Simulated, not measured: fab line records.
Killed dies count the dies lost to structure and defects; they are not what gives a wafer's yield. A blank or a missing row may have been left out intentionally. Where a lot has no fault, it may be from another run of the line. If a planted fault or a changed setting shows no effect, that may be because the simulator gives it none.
fab line records	flow ritCmos
record: lots: 7	wafers: 21	lastDay: 7
route steps=202 shown NLDD@110 PLDD@114 SPACER@125 NSD@131 PSD@142 M1@202
lots that met no fault: from a run of the same line without faults
startH: hours from the record's first day to the start of the lot's first wafer shown	waitH: hours since the lot's step before	" the same as in the row above	L1.1+2: a single row standing in for several wafers	- no value, or no start given	* or withheld: withheld	< > ~ a bound
route shown NAME@n: NAME is a module with steps in the file, n the number in the route of the first one	usual: average and standard deviation across the fault-free wafers	same: alike in all rows	chamber/n: place in a boat	sites: each site's reading	_std_site: the standard deviation of these	_edge_site: outer sites' mean less inner sites'	radiusMm: how far each site lies from the wafer's centre	mask NAME#n: copy n	behind: tool/chamber where the wafer was last shaped	hold: reason for holding the lot/hours on hold/outcome of the hold	device: the n, p or np transistor that did not switch	end of line: the same wafers' tests at the end of the route	where a step has no rows: the recipe by itself	killed: dies lost to structure and defects at the first sort, not the wafer's yield	map: a wafer's dies, marking killed ones x, the rest . and places with no die _
set.NAME: the setting that was run; set.NAME@STEP: the one run at that earlier step	model.NAME: the simulator's own value behind a step, which no gauge read
lots at some steps of the route; a table a step, a row a wafer
services: from which hour (startH, from the record's first day; less than 0 if before it) a tool's chamber was out of use, for how many hours, and why
== steps ==
step: RIT_NLDD_HARDBAKE_07
recipe: resist: NOVOLAK	tempC: 140	timeS: 60
step: RIT_NLDD_IMPLANT_08
recipe: species: P	energyKev: 20	doseCm2: 5e+14	tiltDeg: 7
step: RIT_NLDD_STRIP_09
recipe: chemistry: O2	timeS: 180	resist: NOVOLAK	platenTempC: withheld	powerW: 500	pressureMtorr: 4000	o2FlowSccm: 4000
usual: drypumpMotorCurrentA: 5.93/0.18
lot.wafer	tool	chamber	startH	waitH	drypumpMotorCurrentA	rfHoursCounterH
L806.1	plasmaAsher-03	0	60.63	0.1	5.89	45
L806.3	"	0	"	"	5.92	-
L806.5	"	0	"	"	5.92	-
L809.2	plasmaAsher-02	0	73.45	0.1	5.96	42
L809.3	"	0	"	"	5.94	-
L809.5	"	1	"	"	5.85	-
L811.1	plasmaAsher-02	0	85.30	0.1	5.94	44
L811.4	"	1	"	"	5.88	-
L811.6	"	0	"	"	5.92	-
L812.1	plasmaAsher-02	1	92.06	0.1	5.86	44
L812.3	"	0	"	"	5.94	-
L812.5	"	0	"	"	5.91	-
L820.1	plasmaAsher-03	0	122.16	0.1	5.92	52
L820.3	"	1	"	"	6.31	-
L820.6	"	1	"	"	6.29	-
L822.3	plasmaAsher-01	0	138.34	0.1	5.58	-
L822.4	"	1	"	"	6.04	-
L822.6	"	0	"	"	5.58	-
L823.3	plasmaAsher-03	1	142.35	0.1	6.30	-
L823.5	"	0	"	"	5.94	-
L823.6	"	1	"	"	6.28	-
step: RIT_NLDD_TW_MEAS_10
usual: NLDD_TW: 2493/21
lot.wafer	tool	chamber	startH	waitH	NLDD_TW
L806.1	filmMetro-01	-	60.80	0.1	2472
L806.3	"	-	"	"	2488
L806.5	"	-	"	"	2478
L809.2	filmMetro-02	-	73.64	0.1	2482
L809.3	"	-	"	"	2479
L809.5	"	-	"	"	2469
L811.1	filmMetro-03	-	85.47	0.1	2531
L811.4	"	-	"	"	2522
L811.6	"	-	"	"	2513
L812.1	filmMetro-01	-	92.24	0.1	2476
L812.3	"	-	"	"	2481
L812.5	"	-	"	"	2481
L820.1	filmMetro-03	-	122.34	0.1	2537
L820.3	"	-	"	"	2541
L820.6	"	-	"	"	2530
L822.3	filmMetro-01	-	138.48	0.1	2481
L822.4	"	-	"	"	2497
L822.6	"	-	"	"	2481
L823.3	filmMetro-02	-	142.48	0.1	2481
L823.5	"	-	"	"	2500
L823.6	"	-	"	"	2497
step: RIT_PLDD_HMDS_00
recipe: primeTimeS: 60	primeTempC: 140
step: RIT_PLDD_COAT_01
recipe: resist: NOVOLAK	spinRpm: 3250	resistThkNm: 1000
step: RIT_PLDD_SOFTBAKE_02
recipe: resist: NOVOLAK	tempC: 90	timeS: 60
step: RIT_PLDD_EXPOSE_03
recipe: maskId: M8	na: 0.57	targetCdNm: 40900	doseMj: 250
step: RIT_PLDD_PEB_04
recipe: resist: NOVOLAK	tempC: withheld	timeS: withheld
step: RIT_PLDD_DEVELOP_05
recipe: resist: NOVOLAK	developTimeS: 50	devTempC: 23
step: RIT_PLDD_OVL_MEAS_06
usual: PLDD_OVL: 1.0/1.6
lot.wafer	tool	chamber	startH	waitH	PLDD_OVL[nm]
L806.1	overlay-01	-	61.71	-	4.8
L806.3	"	-	"	"	4.0
L806.5	"	-	"	"	2.6
L809.2	overlay-01	-	74.54	-	3.4
L809.3	"	-	"	"	1.1
L809.5	"	-	"	"	0.4
L811.1	overlay-02	-	86.38	-	0.2
L811.4	"	-	"	"	-1.5
L811.6	"	-	"	"	0.9
L812.1	overlay-01	-	93.27	-	-0.2
L812.3	"	-	"	"	-1.5
L812.5	"	-	"	"	-0.4
L820.1	overlay-02	-	123.37	-	0.6
L820.3	"	-	"	"	2.3
L820.6	"	-	"	"	1.5
L822.3	overlay-02	-	139.51	-	2.1
L822.4	"	-	"	"	2.4
L822.6	"	-	"	"	3.8
L823.3	overlay-02	-	143.51	-	3.4
L823.5	"	-	"	"	-0.6
L823.6	"	-	"	"	-0.7
step: RIT_PLDD_HARDBAKE_07
recipe: resist: NOVOLAK	tempC: 140	timeS: 60
step: RIT_PLDD_IMPLANT_08
recipe: species: BF2	energyKev: 20	doseCm2: 9e+14	tiltDeg: 7
usual: doseIonsCm2: 9e+14/9.6e+11	faradayCurrentUA: 2823/62
lot.wafer	tool	chamber	startH	waitH	doseIonsCm2	faradayCurrentUA
L806.1	implanter-04	0	61.90	0.1	9.002e+14	2726
L806.3	"	0	"	"	8.994e+14	2878
L806.5	"	0	"	"	8.986e+14	2825
L809.2	implanter-04	0	74.75	0.1	8.415e+14	2642
L809.3	"	0	"	"	8.409e+14	2740
L809.5	"	0	"	"	8.414e+14	2644
L811.1	implanter-04	0	86.57	0.1	8.396e+14	2726
L811.4	"	0	"	"	8.4e+14	2627
L811.6	"	0	"	"	8.404e+14	2592
L812.1	implanter-04	0	93.46	0.1	8.401e+14	2652
L812.3	"	0	"	"	8.394e+14	2605
L812.5	"	0	"	"	8.401e+14	2560
L820.1	implanter-02	0	123.56	0.1	8.998e+14	2864
L820.3	"	0	"	"	9.005e+14	2789
L820.6	"	0	"	"	9.007e+14	2743
L822.3	implanter-03	0	139.73	0.1	9.008e+14	2835
L822.4	"	0	"	"	9.004e+14	2697
L822.6	"	0	"	"	8.995e+14	2889
L823.3	implanter-02	0	143.74	0.1	9.004e+14	2803
L823.5	"	0	"	"	9.008e+14	2764
L823.6	"	0	"	"	9.019e+14	2721
step: RIT_PLDD_STRIP_09
recipe: chemistry: O2	timeS: 180	resist: NOVOLAK	platenTempC: withheld	powerW: 500	pressureMtorr: 4000	o2FlowSccm: 4000
usual: drypumpMotorCurrentA: 5.88/0.24
lot.wafer	tool	chamber	startH	waitH	drypumpMotorCurrentA	rfHoursCounterH
L806.1	plasmaAsher-02	1	62.05	0.1	5.87	41
L806.3	"	1	"	"	5.88	-
L806.5	"	0	"	"	5.96	-
L809.2	plasmaAsher-01	0	74.87	0.1	5.56	39
L809.3	"	0	"	"	5.55	-
L809.5	"	1	"	"	6.06	-
L811.1	plasmaAsher-01	0	86.72	0.1	5.57	40
L811.4	"	1	"	"	6.09	-
L811.6	"	1	"	"	6.07	-
L812.1	plasmaAsher-01	1	93.61	0.1	6.04	41
L812.3	"	0	"	"	5.56	-
L812.5	"	1	"	"	6.04	-
L820.1	plasmaAsher-02	1	123.71	0.1	5.88	48
L820.3	"	1	"	"	5.87	-
L820.6	"	1	"	"	5.88	-
L822.3	plasmaAsher-02	1	139.89	0.1	5.87	-
L822.4	"	0	"	"	5.97	-
L822.6	"	1	"	"	5.85	-
L823.3	plasmaAsher-04	1	143.90	0.1	5.55	-
L823.5	"	0	"	"	6.28	-
L823.6	"	1	"	"	5.56	-
step: RIT_PLDD_TW_MEAS_10
usual: PLDD_TW: 2353/18
lot.wafer	tool	chamber	startH	waitH	PLDD_TW
L806.1	filmMetro-03	-	62.22	0.1	2373
L806.3	"	-	"	"	2377
L806.5	"	-	"	"	2372
L809.2	filmMetro-01	-	75.13	0.2	2310
L809.3	"	-	"	"	2296
L809.5	"	-	"	"	2307
L811.1	filmMetro-02	-	86.89	0.1	2289
L811.4	"	-	"	"	2288
L811.6	"	-	"	"	2296
L812.1	filmMetro-01	-	93.78	0.1	2309
L812.3	"	-	"	"	2306
L812.5	"	-	"	"	2316
L820.1	filmMetro-01	-	123.88	0.1	2338
L820.3	"	-	"	"	2330
L820.6	"	-	"	"	2337
L822.3	filmMetro-01	-	140.02	0.1	2350
L822.4	"	-	"	"	2337
L822.6	"	-	"	"	2339
L823.3	filmMetro-03	-	144.03	0.1	2355
L823.5	"	-	"	"	2359
L823.6	"	-	"	"	2348
step: RIT_SPACER_CLEAN_00
recipe: chemistry: SC1	mix: 3:3:50	timeS: 600	tempC: 75
step: RIT_SPACER_CLEAN_01
recipe: chemistry: dHF	dilution: 50:1	timeS: 30
step: RIT_SPACER_CLEAN_02
recipe: chemistry: SC2	mix: 3:3:50	timeS: 600	tempC: 75	dry: n2Spin
step: RIT_SPACER_CVD_03
recipe: material: Si3N4	targetThkNm: 250	tempC: 810	precursor: SiH2Cl2/NH3	timeS: 3300	pressureMtorr: 300	sih2cl2FlowSccm: 60	nh3FlowSccm: 150
step: RIT_SPACER_THK_MEAS_04
recipe: reads: Si3N4_of_SPACER_CVD_03
usual: SPACER_NITRIDE_THK: 250.7/2.1
lot.wafer	tool	chamber	startH	waitH	SPACER_NITRIDE_THK[nm]
L806.1	filmMetro-03	-	64.60	0.0	249.3
L806.3	"	-	"	"	249.0
L806.5	"	-	"	"	247.2
L809.2	filmMetro-04	-	77.65	0.0	249.9
L809.3	"	-	"	"	250.6
L809.5	"	-	"	"	250.8
L811.1	filmMetro-02	-	89.24	0.0	254.5
L811.4	"	-	"	"	254.8
L811.6	"	-	"	"	255.3
L812.1	filmMetro-04	-	96.18	0.0	254.0
L812.3	"	-	"	"	255.8
L812.5	"	-	"	"	253.7
L820.1	filmMetro-03	-	127.56	0.0	251.5
L820.3	"	-	"	"	251.6
L820.6	"	-	"	"	252.4
L822.3	filmMetro-03	-	142.58	0.0	248.3
L822.4	"	-	"	"	248.5
L822.6	"	-	"	"	248.5
L823.3	filmMetro-03	-	146.58	0.0	249.1
L823.5	"	-	"	"	250.5
L823.6	"	-	"	"	248.2
step: RIT_SPACER_ETCHBACK_05
recipe: targetDepthA: 2500	SF6_flow_sccm: 30	CHF3_flow_sccm: 30	target: Si3N4	chemistry: SF6/CHF3	pressureMtorr: 40	rfW: 250	timeS: 240	stopOn: SiO2
usual: drypumpMotorCurrentA: 6.0/0.49	oesProductAu: 0.846/0.011	throttleValvePct: 10.22/0.15
lot.wafer	tool	chamber	startH	waitH	drypumpMotorCurrentA	oesProductAu	rfHoursCounterH	throttleValvePct
L806.1	rieDiel-02	0	64.66	0.1	5.9	0.840	75	10.49
L806.3	"	1	"	"	5.6	0.852	38	10.37
L806.5	"	3	"	"	5.1	0.853	-	10.17
L809.2	rieDiel-02	2	77.70	0.0	6.6	0.822	143	10.17
L809.3	"	1	"	"	5.6	0.845	38	10.37
L809.5	"	0	"	"	5.9	0.847	-	10.51
L811.1	rieDiel-03	2	89.30	0.1	6.5	0.849	82	10.08
L811.4	"	0	"	"	6.7	0.863	4	10.22
L811.6	"	3	"	"	5.4	0.861	-	10.17
L812.1	rieDiel-02	3	96.24	0.1	5.1	0.868	68	10.19
L812.3	"	2	"	"	6.7	0.839	144	10.16
L812.5	"	0	"	"	5.9	0.849	-	10.50
L820.1	rieDiel-03	3	127.62	0.1	5.4	0.854	125	10.18
L820.3	"	0	"	"	6.7	0.854	5	10.22
L820.6	"	1	"	"	6.0	0.846	-	10.33
L822.3	rieDiel-03	2	142.62	0.0	6.5	0.834	83	10.09
L822.4	"	3	"	"	5.4	0.842	125	10.18
L822.6	"	1	"	"	6.0	0.832	-	10.33
L823.3	rieDiel-01	3	146.62	0.0	6.0	0.848	144	10.34
L823.5	"	1	"	"	5.7	0.847	-	10.10
L823.6	"	0	"	"	6.4	0.849	-	9.99
step: RIT_NSD_HMDS_00
recipe: primeTimeS: 60	primeTempC: 140
step: RIT_NSD_COAT_01
recipe: resist: NOVOLAK	spinRpm: 3250	resistThkNm: 1000
step: RIT_NSD_SOFTBAKE_02
recipe: resist: NOVOLAK	tempC: 90	timeS: 60
step: RIT_NSD_EXPOSE_03
recipe: maskId: M9	na: 0.57	targetCdNm: 40700	doseMj: 250
step: RIT_NSD_PEB_04
recipe: resist: NOVOLAK	tempC: withheld	timeS: withheld
step: RIT_NSD_DEVELOP_05
recipe: resist: NOVOLAK	developTimeS: 50	devTempC: 23
step: RIT_NSD_OVL_MEAS_06
usual: NSD_OVL: -0.8/1.2
lot.wafer	tool	chamber	startH	waitH	NSD_OVL[nm]
L806.1	overlay-02	-	65.66	-	0.6
L806.3	"	-	"	"	0.0
L806.5	"	-	"	"	-1.4
L809.2	overlay-02	-	78.71	-	-1.0
L809.3	"	-	"	"	1.4
L809.5	"	-	"	"	-1.0
L811.1	overlay-01	-	90.42	-	-2.1
L811.4	"	-	"	"	-0.2
L811.6	"	-	"	"	0.3
L812.1	overlay-01	-	97.24	-	-3.1
L812.3	"	-	"	"	-3.0
L812.5	"	-	"	"	-2.8
L820.1	overlay-01	-	128.62	-	0.1
L820.3	"	-	"	"	0.0
L820.6	"	-	"	"	1.2
L822.3	overlay-02	-	143.75	-	-2.0
L822.4	"	-	"	"	-2.7
L822.6	"	-	"	"	0.2
L823.3	overlay-02	-	147.76	-	-1.7
L823.5	"	-	"	"	-2.1
L823.6	"	-	"	"	-4.8
step: RIT_NSD_HARDBAKE_07
recipe: resist: NOVOLAK	tempC: 140	timeS: 60
step: RIT_NSD_IMPLANT_08
recipe: species: P	energyKev: 25	doseCm2: 1e+15	tiltDeg: 7
step: RIT_NSD_STRIP_09
recipe: chemistry: O2	timeS: 180	resist: NOVOLAK	platenTempC: withheld	powerW: 500	pressureMtorr: 4000	o2FlowSccm: 4000
usual: drypumpMotorCurrentA: 5.93/0.29
lot.wafer	tool	chamber	startH	waitH	drypumpMotorCurrentA	rfHoursCounterH
L806.1	plasmaAsher-04	0	65.99	0.1	6.33	27
L806.3	"	0	"	"	6.31	-
L806.5	"	0	"	"	6.33	-
L809.2	plasmaAsher-01	1	79.04	0.1	6.09	39
L809.3	"	1	"	"	6.08	-
L809.5	"	0	"	"	5.55	-
L811.1	plasmaAsher-03	1	90.76	0.1	6.30	48
L811.4	"	1	"	"	6.30	-
L811.6	"	0	"	"	5.95	-
L812.1	plasmaAsher-01	0	97.63	0.1	5.58	41
L812.3	"	0	"	"	5.59	-
L812.5	"	0	"	"	5.60	-
L820.1	plasmaAsher-03	0	128.95	0.1	5.94	52
L820.3	"	0	"	"	5.95	-
L820.6	"	0	"	"	5.94	-
L822.3	plasmaAsher-03	0	144.14	0.1	5.94	-
L822.4	"	1	"	"	6.29	-
L822.6	"	0	"	"	5.94	-
L823.3	plasmaAsher-01	1	148.14	0.1	6.08	-
L823.5	"	0	"	"	5.55	-
L823.6	"	1	"	"	6.09	-
step: RIT_NSD_TW_MEAS_10
usual: NSD_TW: 3132/28
lot.wafer	tool	chamber	startH	waitH	NSD_TW
L806.1	filmMetro-03	-	66.17	0.1	3171
L806.3	"	-	"	"	3188
L806.5	"	-	"	"	3178
L809.2	filmMetro-02	-	79.23	0.1	3110
L809.3	"	-	"	"	3093
L809.5	"	-	"	"	3089
L811.1	filmMetro-02	-	90.93	0.1	3091
L811.4	"	-	"	"	3094
L811.6	"	-	"	"	3099
L812.1	filmMetro-03	-	97.80	0.1	3178
L812.3	"	-	"	"	3167
L812.5	"	-	"	"	3161
L820.1	filmMetro-01	-	129.13	0.1	3111
L820.3	"	-	"	"	3101
L820.6	"	-	"	"	3099
L822.3	filmMetro-03	-	144.27	0.1	3140
L822.4	"	-	"	"	3147
L822.6	"	-	"	"	3120
L823.3	filmMetro-02	-	148.28	0.1	3103
L823.5	"	-	"	"	3113
L823.6	"	-	"	"	3101
step: RIT_PSD_HMDS_00
recipe: primeTimeS: 60	primeTempC: 140
step: RIT_PSD_COAT_01
recipe: resist: NOVOLAK	spinRpm: 3250	resistThkNm: 1000
step: RIT_PSD_SOFTBAKE_02
recipe: resist: NOVOLAK	tempC: 90	timeS: 60
step: RIT_PSD_EXPOSE_03
recipe: maskId: M10	na: 0.57	targetCdNm: 40900	doseMj: 250
step: RIT_PSD_PEB_04
recipe: resist: NOVOLAK	tempC: withheld	timeS: withheld
step: RIT_PSD_DEVELOP_05
recipe: resist: NOVOLAK	developTimeS: 50	devTempC: 23
step: RIT_PSD_OVL_MEAS_06
usual: PSD_OVL: 0.5/1.4
lot.wafer	tool	chamber	startH	waitH	PSD_OVL[nm]
L806.1	overlay-01	-	67.20	-	1.6
L806.3	"	-	"	"	1.1
L806.5	"	-	"	"	2.6
L809.2	overlay-01	-	80.13	-	1.2
L809.3	"	-	"	"	0.7
L809.5	"	-	"	"	1.5
L811.1	overlay-02	-	91.96	-	3.1
L811.4	"	-	"	"	3.0
L811.6	"	-	"	"	0.7
L812.1	overlay-02	-	98.88	-	0.2
L812.3	"	-	"	"	-1.7
L812.5	"	-	"	"	-0.3
L820.1	overlay-02	-	130.04	-	-0.9
L820.3	"	-	"	"	-2.1
L820.6	"	-	"	"	-1.0
L822.3	overlay-01	-	145.37	-	2.3
L822.4	"	-	"	"	1.4
L822.6	"	-	"	"	0.4
L823.3	overlay-01	-	149.21	-	2.2
L823.5	"	-	"	"	3.7
L823.6	"	-	"	"	1.9
step: RIT_PSD_HARDBAKE_07
recipe: resist: NOVOLAK	tempC: 140	timeS: 60
step: RIT_PSD_IMPLANT_08
recipe: species: BF2	energyKev: 27	doseCm2: 5e+15	tiltDeg: 7
step: RIT_PSD_STRIP_09
recipe: chemistry: O2	timeS: 180	resist: NOVOLAK	platenTempC: withheld	powerW: 500	pressureMtorr: 4000	o2FlowSccm: 4000
usual: drypumpMotorCurrentA: 6.00/0.24
lot.wafer	tool	chamber	startH	waitH	drypumpMotorCurrentA	rfHoursCounterH
L806.1	plasmaAsher-04	0	67.54	0.1	6.27	27
L806.3	"	0	"	"	6.28	-
L806.5	"	1	"	"	5.62	-
L809.2	plasmaAsher-03	0	80.46	0.1	5.91	47
L809.3	"	0	"	"	5.94	-
L809.5	"	0	"	"	5.93	-
L811.1	plasmaAsher-03	1	92.42	0.1	6.28	48
L811.4	"	0	"	"	5.95	-
L811.6	"	1	"	"	6.30	-
L812.1	plasmaAsher-03	0	99.22	0.1	5.93	49
L812.3	"	0	"	"	5.91	-
L812.5	"	0	"	"	5.93	-
L820.1	plasmaAsher-03	0	130.37	0.1	5.95	53
L820.3	"	0	"	"	5.96	-
L820.6	"	1	"	"	6.30	-
L822.3	plasmaAsher-02	0	145.75	0.1	5.91	-
L822.4	"	1	"	"	5.88	-
L822.6	"	0	"	"	5.95	-
L823.3	plasmaAsher-04	0	149.60	0.1	6.30	-
L823.5	"	0	"	"	6.34	-
L823.6	"	1	"	"	5.56	-
step: RIT_SDANNEAL_RS_MEAS_06
recipe: thkMeasGauge: four-point-probe
usual: PLDD_RS: 179.0/0.46
lot.wafer	tool	chamber	startH	waitH	hold	PLDD_RS[ohm/sq]
L806.1	filmMetro-02	-	68.62	0.1	-	179.7
L806.3	"	-	"	"	-	179.4
L806.5	"	-	"	"	-	179.2
L809.2	filmMetro-03	-	81.42	0.1	awaitDispo/0.2h/release	185.5
L809.3	"	-	"	"	awaitDispo/0.2h/release	185.4
L809.5	"	-	"	"	awaitDispo/0.2h/release	185.5
L809.2	filmMetro-03	-	81.70	0.3	-	185.6
L809.3	"	-	"	"	-	185.6
L809.5	"	-	"	"	-	185.3
L811.1	filmMetro-03	-	93.39	0.1	awaitDispo/0.2h/release	186.0
L811.4	"	-	"	"	awaitDispo/0.2h/release	186.3
L811.6	"	-	"	"	awaitDispo/0.2h/release	185.8
L811.1	filmMetro-03	-	93.67	0.3	-	185.9
L811.4	"	-	"	"	-	186.3
L811.6	"	-	"	"	-	185.9
L812.1	filmMetro-02	-	100.12	0.1	awaitDispo/0.2h/release	185.4
L812.3	"	-	"	"	awaitDispo/0.2h/release	185.6
L812.5	"	-	"	"	awaitDispo/0.2h/release	185.2
L812.1	filmMetro-02	-	100.41	0.3	-	185.5
L812.3	"	-	"	"	-	185.6
L812.5	"	-	"	"	-	185.4
L820.1	filmMetro-01	-	131.45	0.1	-	179.4
L820.3	"	-	"	"	-	179.7
L820.6	"	-	"	"	-	179.6
L822.3	filmMetro-02	-	147.00	0.1	-	178.8
L822.4	"	-	"	"	-	179.1
L822.6	"	-	"	"	-	179.1
L823.3	filmMetro-03	-	150.48	0.1	-	178.6
L823.5	"	-	"	"	-	178.5
L823.6	"	-	"	"	-	178.5
step: RIT_SDANNEAL_RS_MEAS_07
recipe: thkMeasGauge: four-point-probe
usual: NLDD_RS: 151.9/0.53
lot.wafer	tool	chamber	startH	waitH	hold	NLDD_RS[ohm/sq]
L806.1	filmMetro-02	-	68.74	0.1	-	151.7
L806.3	"	-	"	"	-	152.2
L806.5	"	-	"	"	-	152.2
L809.2	filmMetro-03	-	84.99	3.3	awaitDispo/3.2h/release	151.3
L809.3	"	-	"	"	awaitDispo/3.2h/release	152.2
L809.5	"	-	"	"	awaitDispo/3.2h/release	151.1
L811.1	filmMetro-03	-	96.12	2.4	awaitDispo/2.3h/release	152.1
L811.4	"	-	"	"	awaitDispo/2.3h/release	152.0
L811.6	"	-	"	"	awaitDispo/2.3h/release	152.2
L812.1	filmMetro-02	-	104.84	4.4	awaitDispo/4.3h/release	152.2
L812.3	"	-	"	"	awaitDispo/4.3h/release	152.0
L812.5	"	-	"	"	awaitDispo/4.3h/release	152.3
L820.1	filmMetro-01	-	131.57	0.1	-	152.0
L820.3	"	-	"	"	-	151.8
L820.6	"	-	"	"	-	151.7
L822.3	filmMetro-02	-	147.12	0.1	-	151.6
L822.4	"	-	"	"	-	151.3
L822.6	"	-	"	"	-	151.3
L823.3	filmMetro-03	-	150.60	0.1	-	151.2
L823.5	"	-	"	"	-	150.6
L823.6	"	-	"	"	-	151.3
step: RIT_M1_PROBE_99
usual: killedAtContacts: 0.1/0.31	killedAtFrontEnd: 7/3	killedDies: 7/3	killedOnRim: 1.8/1.2	killedOpen: 3.2/1.9	killedShort: 3.6/2.2
same: grossDies: 264	killed_at_M0_to_M3: 0	killed_at_M4_up: 0	killedAtBackSide: 0	killedAtOther: 0
lot.wafer	tool	chamber	startH	waitH	killedAtContacts	killedAtFrontEnd	killedDies	killedOnRim	killedOpen	killedShort
L806.1	prober-02	-	75.88	0.1	0	2	2	0	1	1
L806.3	prober-02	-	75.98	0.2	0	9	9	3	2	7
L806.5	prober-02	-	76.08	0.2	0	3	3	0	1	2
L809.2	prober-01	-	92.63	0.1	0	7	7	2	4	3
L809.3	prober-01	-	92.68	0.2	0	10	10	2	5	5
L809.5	prober-01	-	92.78	0.2	0	10	10	3	5	5
L811.1	prober-01	-	104.52	0.1	0	5	5	2	2	3
L811.4	prober-01	-	104.67	0.2	2	4	6	3	4	2
L811.6	prober-01	-	104.77	0.2	0	9	9	5	3	6
L812.1	prober-01	-	112.38	0.1	0	6	6	2	0	6
L812.3	prober-01	-	112.48	0.2	0	7	7	1	3	4
L812.5	prober-01	-	112.58	0.2	0	7	7	3	1	6
L820.1	prober-02	-	138.99	0.1	0	9	9	1	4	5
L820.3	prober-02	-	139.09	0.2	0	14	14	2	5	9
L820.6	prober-02	-	139.24	0.2	0	8	8	3	4	4
L822.3	prober-02	-	154.36	0.2	0	6	6	2	2	4
L822.4	prober-02	-	154.41	0.2	0	8	8	1	1	7
L822.6	prober-02	-	154.51	0.2	0	6	6	1	3	3
L823.3	prober-01	-	157.56	0.2	0	9	9	3	2	7
L823.6	prober-01	-	157.71	0.2	0	3	3	2	1	2
killed by level:class
L806.1 REOX:geometricParticle:short=1 SPACER:geometricParticle:open=1
L806.3 GATE:geometricParticle:short=4 FOX1:geometricParticle:short=3 GATE:geometricParticle:open=1 REOX:geometricParticle:open=1
L806.5 GATE:geometricParticle:short=2 GATE:geometricParticle:open=1
L809.2 FOX1:geometricParticle:open=2 FOX1:geometricParticle:short=2 GATE:geometricParticle:open=2 GATE:geometricParticle:short=1
L809.3 GATE:geometricParticle:open=2 SPACER:geometricParticle:short=2 SPACER:geometricParticle:open=2 FOX2:geometricParticle:short=1 GATE:geometricParticle:short=1 REOX:geometricParticle:short=1 REOX:geometricParticle:open=1
L809.5 GATE:geometricParticle:open=2 GATE:geometricParticle:short=2 FOX2:geometricParticle:short=1 FOX2:geometricParticle:open=1 SPACER:geometricParticle:open=1 SPACER:geometricParticle:short=1 SILICIDE:geometricParticle:short=1 SILICIDE:geometricParticle:open=1
L811.1 FOX1:geometricParticle:short=1 GATE:geometricParticle:open=1 REOX:geometricParticle:short=1 REOX:geometricParticle:open=1 SPACER:geometricParticle:short=1
L811.4 FOX1:geometricParticle:open=2 CONTACT:geometricParticle:open=2 GATE:geometricParticle:short=1 REOX:geometricParticle:short=1
L811.6 GATE:geometricParticle:short=2 REOX:geometricParticle:short=2 ACTIVE:geometricParticle:short=1 FOX1:geometricParticle:short=1 FOX2:geometricParticle:open=1 REOX:geometricParticle:open=1 SILICIDE:geometricParticle:open=1
L812.1 GATE:geometricParticle:short=4 FOX1:geometricParticle:short=2
L812.3 FOX1:geometricParticle:open=2 GATE:geometricParticle:short=2 FOX1:geometricParticle:short=1 SPACER:geometricParticle:open=1 SILICIDE:geometricParticle:short=1
L812.5 GATE:geometricParticle:short=3 FOX1:geometricParticle:short=1 GATE:geometricParticle:open=1 SPACER:geometricParticle:short=1 SILICIDE:geometricParticle:short=1
L820.1 GATE:geometricParticle:open=3 GATE:geometricParticle:short=3 ACTIVE:geometricParticle:short=1 FOX1:geometricParticle:open=1 SILICIDE:geometricParticle:short=1
L820.3 GATE:geometricParticle:short=4 SPACER:geometricParticle:short=4 GATE:geometricParticle:open=3 SPACER:geometricParticle:open=2 REOX:geometricParticle:short=1
L820.6 REOX:geometricParticle:open=3 GATE:geometricParticle:short=2 FOX1:geometricParticle:open=1 REOX:geometricParticle:short=1 SPACER:geometricParticle:short=1
L822.3 REOX:geometricParticle:short=2 GATE:geometricParticle:short=1 REOX:geometricParticle:open=1 SPACER:geometricParticle:short=1 SPACER:geometricParticle:open=1
L822.4 SPACER:geometricParticle:short=4 FOX2:geometricParticle:short=1 FOX2:geometricParticle:open=1 GATE:geometricParticle:short=1 REOX:geometricParticle:short=1
L822.6 REOX:geometricParticle:open=3 GATE:geometricParticle:short=2 FOX2:geometricParticle:short=1
L823.3 REOX:geometricParticle:short=3 FOX1:geometricParticle:short=2 FOX1:geometricParticle:open=1 GATE:geometricParticle:open=1 SPACER:geometricParticle:short=1 SILICIDE:geometricParticle:short=1
L823.6 FOX1:geometricParticle:short=1 FOX2:geometricParticle:open=1 REOX:geometricParticle:short=1
== services ==
tool	chamber	startH	hours	kind
rieDiel-02	1	50.83	7.6	repair
rieDiel-03	0	53.04	12.4	repair
rieDiel-01	2	54.92	3.1	repair
implanter-02	-	59.25	0.6	repair
implanter-02	-	65.39	2.6	repair
implanter-02	-	69.90	3.0	pm
plasmaAsher-04	-	84.26	1.3	repair
implanter-02	-	87.89	6.9	repair
rieDiel-03	1	101.81	-	clean
rieDiel-03	1	101.81	13.4	scheduledDown
rieDiel-03	1	101.81	13.4	ventCycle
plasmaAsher-04	-	103.48	2.8	pm
rieDiel-02	3	105.16	7.2	repair
plasmaAsher-01	-	108.75	9.0	pm
plasmaAsher-01	0	108.75	9.0	ventCycle
plasmaAsher-01	1	108.75	9.0	ventCycle
rieDiel-02	1	109.64	7.4	repair
implanter-04	-	111.99	1.2	repair
implanter-02	-	116.86	3.8	pm
plasmaAsher-01	0	117.75	-	clean
plasmaAsher-01	1	117.75	-	clean
implanter-03	-	118.92	0.6	repair
implanter-04	-	134.68	5.6	repair
plasmaAsher-03	-	147.35	23.8	pm
== key ==
firstSign: step: RIT_PLDD_IMPLANT_08	reading: doseIonsCm2	direction: down	sigmas: 62	usual: 9e+14	struck: 8.404e+14
effect: step: RIT_PLDD_IMPLANT_08	reading: faradayCurrentUA	direction: down	sigmas: 2.9	usual: 2823	struck: 2643
effect: step: RIT_PLDD_TW_MEAS_10	reading: PLDD_TW	direction: down	sigmas: 2.8	usual: 2353	struck: 2302
effect: step: RIT_SDANNEAL_RS_MEAS_06	reading: PLDD_RS	direction: up	sigmas: 15	usual: 179.0	struck: 185.6
metAt RIT_PLDD_IMPLANT_08
struckWafers L809.2,L809.3,L809.5,L811.1,L811.4,L811.6,L812.1,L812.3,L812.5
testerLeftOut L809,L811,L812
onsetBetween 61.90 74.75
fault: kind: processParameterDrift	tool: implanter-04	chamber: -	onsetH: 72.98	steps: RIT_PLDD_IMPLANT_08	channel: doseCm2	offset: -5.9617e+13	shape: step	endH: 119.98	actsIn: theseRecipesOnly	stated: 9e+14
testerLeftOut: of these lots the tester's yield and bins aren't shown, on N5 and GAA mostly nor the transistor test; their killed dies are dies lost to structure and defects alone, not to doping, threshold or leakage, so they don't give the yield
